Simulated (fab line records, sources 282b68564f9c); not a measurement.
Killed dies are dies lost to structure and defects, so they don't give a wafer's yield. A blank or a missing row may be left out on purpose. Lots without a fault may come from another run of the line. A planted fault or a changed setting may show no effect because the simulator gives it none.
A struck lot beside a sound one | flow rit_cmos | 20 steps out of a route of 202
Sound: wafers L143.1, L143.3, L143.5. Struck: wafers L137.2, L137.4, L137.6. The cause comes at the end.
At each step with rows: each side's tool, then ch and its chambers, then its first start. Under that, the readings that differ: sound wafers | struck wafers | difference of the means | sigmas: that difference in standard deviations of wafers without a fault.
alike: readings whose means differ by less than 2 such deviations, and words and numbers that are the same on both sides. not compared: withheld readings, readings that some wafer has no value for, bounds like >300 that may hide the same value, and numbers for which the record gives no deviation and whose values overlap.
The two part at a step that has a row with sigmas, a row that says differs or no value, or rows on one side only. Numbers that don't overlap but have no deviation are shown without sigmas and don't part them. A reading that every wafer of one side lacks parts them only if that side has two wafers or more.

first, 4 steps without rows for these wafers: RIT_ACTIVE_SOFTBAKE_07 (time 60 s); RIT_ACTIVE_EXPOSE_08 (exposes mask M1, target cd 1400 nm); RIT_ACTIVE_PEB_09; RIT_ACTIVE_DEVELOP_10 (develop time 50 s).
RIT_ACTIVE_CD_MEAS_11: target cd 1400 nm.
  sound on cd_sem-01, day 6 00:28; struck on cd_sem-02, day 4 18:27
  alike: cd_nm
then, 1 step without rows for these wafers: RIT_ACTIVE_HARDBAKE_12 (time 60 s).
RIT_ACTIVE_ETCH_13: etches Si3N4 in SF6, stops on SiO2, time 205.4 s, target depth 210 nm.
  sound on rie_diel-02 ch 0,1, day 6 00:44; struck on rie_diel-01 ch 0,1,3, day 4 18:42
  alike: drypump_motor_current_A, oes_product_au, rf_fwd_power_W, throttle_valve_pct
  not compared: rf_hours_counter_h
RIT_ACTIVE_STRIP_14: strips in O2, time 180 s.
  sound on plasma_asher-01 ch 0,1, day 6 00:53; struck on plasma_asher-04 ch 0, day 4 18:50
  alike: drypump_motor_current_A
  not compared: rf_hours_counter_h
RIT_ACTIVE_CD_MEAS_90: target cd 1400 nm.
  sound on cd_sem-01, day 6 01:03; struck on cd_sem-02, day 4 19:02
  alike: cd_nm
then, 3 steps without rows for these wafers: RIT_ACTIVE_CLEAN_15 (cleans in SC1, time 600 s); RIT_ACTIVE_CLEAN_16 (cleans in dHF, time 30 s); RIT_ACTIVE_CLEAN_17 (cleans in SC2, time 600 s).
RIT_FOX1_OXIDATION_00: target thk 350.7 nm, ox time 1130 s.
  sound on furnace-04 ch 0, day 6 02:13; struck on furnace-04 ch 0, day 5 02:32
  alike: zone_power_centre_pct, zone_power_source_pct
RIT_FOX1_THK_MEAS_01:
  sound on film_metro-02, day 6 03:32; struck on film_metro-02, day 5 03:52
  reading             | sound       | struck      | difference | sigmas
  FOX1_OXIDE_THK (nm) | 350 348 352 | 509 510 510 | +160       | +28
RIT_FOX1_WET_ETCH_02: etches SiO2 in BOE, target depth 350 nm, time 390 s.
  sound on wet_bench-02 ch 1, day 6 03:35; struck on wet_bench-03 ch 2, day 5 03:55
  reading                                  | sound             | struck          | difference | sigmas
  model.Si3N4_of_ACTIVE_CVD_03.thk_nm (nm) | 137.4 138.2 138.1 | 135.6 135.6 136 | -2.2       |
  alike: bath_heat_duty_pct
then, 1 step without rows for these wafers: RIT_FOX2_OXIDATION_00 (target thk 350.7 nm, ox time 1130 s).
RIT_FOX2_THK_MEAS_01:
  sound on film_metro-03, day 6 05:15; struck on film_metro-01, day 5 06:24
  alike: FOX2_OXIDE_THK
RIT_FOX2_CLEAN_02: cleans in dHF, time 180 s.
  sound on wet_bench-02 ch 3, day 6 05:19; struck on wet_bench-04 ch 2, day 5 06:37
  reading                                  | sound             | struck            | difference | sigmas
  model.Si3N4_of_ACTIVE_CVD_03.thk_nm (nm) | 130.3 131.1 131.1 | 128.6 128.6 128.9 | -2.1       |
then, 1 step without rows for these wafers: RIT_FOX2_WET_ETCH_03 (etches Si3N4 in H3PO4, target depth 195 nm, time 2700 s).
RIT_M1_PROBE_99:
  sound on prober-01, day 8 06:10; struck on prober-02, day 7 04:44
  alike: killed_at_front_end, killed_dies, killed_on_rim, killed_open, killed_short

WHERE THEY PART
Only at RIT_FOX1_THK_MEAS_01, within this record. Later steps at which nothing parts them and some readings are alike: RIT_FOX1_WET_ETCH_02, RIT_FOX2_THK_MEAS_01, RIT_M1_PROBE_99.

WHY: what the simulator had put in
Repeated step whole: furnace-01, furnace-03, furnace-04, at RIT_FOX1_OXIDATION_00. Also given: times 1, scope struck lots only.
